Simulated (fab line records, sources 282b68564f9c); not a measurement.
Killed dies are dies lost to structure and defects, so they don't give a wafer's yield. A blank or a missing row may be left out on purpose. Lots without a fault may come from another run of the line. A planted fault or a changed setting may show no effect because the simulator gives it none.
A struck lot beside a sound one | flow rit_cmos | 14 steps out of a route of 202
Sound: wafers L286.3, L286.4, L286.6. Struck: wafers L297.1, L297.2, L297.3. The cause comes at the end.
At each step with rows: each side's tool, then ch and its chambers, then its first start. Under that, the readings that differ: sound wafers | struck wafers | difference of the means | sigmas: that difference in standard deviations of wafers without a fault.
alike: readings whose means differ by less than 2 such deviations, and words and numbers that are the same on both sides. not compared: withheld readings, readings that some wafer has no value for, bounds like >300 that may hide the same value, and numbers for which the record gives no deviation and whose values overlap.
The two part at a step that has a row with sigmas, a row that says differs or no value, or rows on one side only. Numbers that don't overlap but have no deviation are shown without sigmas and don't part them. A reading that every wafer of one side lacks parts them only if that side has two wafers or more.

first, 3 steps without rows for these wafers: RIT_NLDD_EXPOSE_03 (exposes mask M7, target cd 40700 nm); RIT_NLDD_PEB_04; RIT_NLDD_DEVELOP_05 (develop time 50 s).
RIT_NLDD_OVL_MEAS_06:
  sound on overlay-01, day 3 04:46; struck on overlay-02, day 5 12:28
  alike: NLDD_OVL
then, 2 steps without rows for these wafers: RIT_NLDD_HARDBAKE_07 (time 60 s); RIT_NLDD_IMPLANT_08.
RIT_NLDD_STRIP_09: strips in O2, time 180 s.
  sound on plasma_asher-02 ch 0,1, day 3 05:09; struck on plasma_asher-04 ch 0,1, day 5 12:47
  alike: drypump_motor_current_A
  not compared: rf_hours_counter_h
RIT_NLDD_TW_MEAS_10:
  sound on film_metro-02, day 3 05:17; struck on film_metro-03, day 5 12:58
  reading | sound          | struck         | difference | sigmas
  NLDD_TW | 2550 2548 2558 | 2492 2496 2487 | -60        | -3
then, 4 steps without rows for these wafers: RIT_PLDD_HMDS_00 (prime time 60 s); RIT_PLDD_COAT_01 (resist thk 982.6 nm); RIT_PLDD_SOFTBAKE_02 (time 60 s); RIT_PLDD_EXPOSE_03 (exposes mask M8, target cd 40900 nm).
RIT_PLDD_PEB_04:
  sound on litho_track-01 ch 0, day 3 06:04; struck on litho_track-02, day 5 13:35
  reading         | sound          | struck | difference                    | sigmas
  exhaust_pa (Pa) | 45.5 45.0 45.8 | - - -  | no value on the struck wafers |
  not compared: chill_plate_temp_C
then, 1 step without rows for these wafers: RIT_PLDD_DEVELOP_05 (develop time 50 s).

WHERE THEY PART
First at RIT_NLDD_TW_MEAS_10; last, within this record, at RIT_PLDD_PEB_04.

WHY: what the simulator had put in
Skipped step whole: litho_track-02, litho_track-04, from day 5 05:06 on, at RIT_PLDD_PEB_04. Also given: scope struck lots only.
